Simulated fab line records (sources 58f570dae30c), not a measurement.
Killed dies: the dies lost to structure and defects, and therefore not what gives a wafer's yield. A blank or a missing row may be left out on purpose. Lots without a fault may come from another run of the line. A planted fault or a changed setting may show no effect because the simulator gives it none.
2 desks looking at one fault :: flow berkeley_cmos170 :: what lay behind the numbers comes last; until then each desk has only its own

TOOL OWNER'S DESK, plasma_asher-03
The tool's own readings at UCB170_M2_STRIP_07 (strips in O2): means of the sampled wafers that have a number, for each lot that ran on this tool. A lot is out of limits, marked OUT, if its mean lies more than 4 standard deviations from the usual mean; the brackets give that distance.
Columns: A = drypump_motor_current_A at UCB170_M2_STRIP_07, usual 6.0 A; B = oes_product_au at UCB170_M2_STRIP_07, usual 0.735 a.u.; C = strip_time_to_endpoint_s at UCB170_M2_STRIP_07, usual 21.96 s
lot: L434
first seen here: day 7 18:52
A: 6.2
B: 0.732
C: 22.03

lot: L436
first seen here: day 8 02:17
A: 6.1
B: 0.727
C: 21.94

lot: L437
first seen here: day 9 04:56
A: 5.8
B: 0.740
C: 21.90

lot: L443
first seen here: day 9 17:32
A: 5.4
B: 0.738
C: 21.95

lot: L446
first seen here: day 10 13:17
A: 6.1
B: 0.737
C: 21.92
This desk's finding: nothing out of limits on any of the 5 lots.

THE METROLOGY DESK
What the gauges read for every lot (on any tool): the sampled wafers with a number, averaged. A lot is out of limits, marked OUT, if its mean lies more than 4 standard deviations from the usual mean; the brackets give that distance.
Columns: A = M2_AL_RS at UCB170_M2_RS_MEAS_02, usual 0.0323 ohm/sq; B = cd_nm at UCB170_M3_CD_MEAS_15, usual 700.5 nm
lot: L434
first seen here: day 7 18:15
A: 0.0325
B: 704.1

lot: L432
first seen here: day 7 18:26
A: 0.0328
B: 701.3

lot: L436
first seen here: day 8 01:31
A: 0.0323
B: 699.0

lot: L435
first seen here: day 8 01:46
A: 0.0320
B: 702.2

lot: L441
first seen here: day 9 03:28
A: 0.0324
B: 700.3

lot: L438
first seen here: day 9 03:44
A: 0.0319
B: 699.6

lot: L437
first seen here: day 9 03:52
A: 0.0322
B: 701.7

lot: L442
first seen here: day 9 03:59
A: 0.0321
B: 701.0

lot: L443
first seen here: day 9 16:53
A: 0.0325
B: 698.1

lot: L446
first seen here: day 10 12:26
A: 0.0331
B: 703.8

lot: L449
first seen here: day 10 23:20
A: 0.0323
B: 700.9

lot: L452
first seen here: day 11 13:06
A: 0.0324
B: 699.5

lot: L454
first seen here: day 12 01:29
A: 0.0322
B: 698.2

lot: L455
first seen here: day 12 15:32
A: 0.0320
B: 700.7
This desk's finding: nothing out of limits on any of the 14 lots.

ALL TOGETHER
Nothing out of limits was seen by the tool owner's desk.
Metrology desk: nothing out of limits seen.

WHAT HAD BEEN PUT IN BY THE SIMULATOR
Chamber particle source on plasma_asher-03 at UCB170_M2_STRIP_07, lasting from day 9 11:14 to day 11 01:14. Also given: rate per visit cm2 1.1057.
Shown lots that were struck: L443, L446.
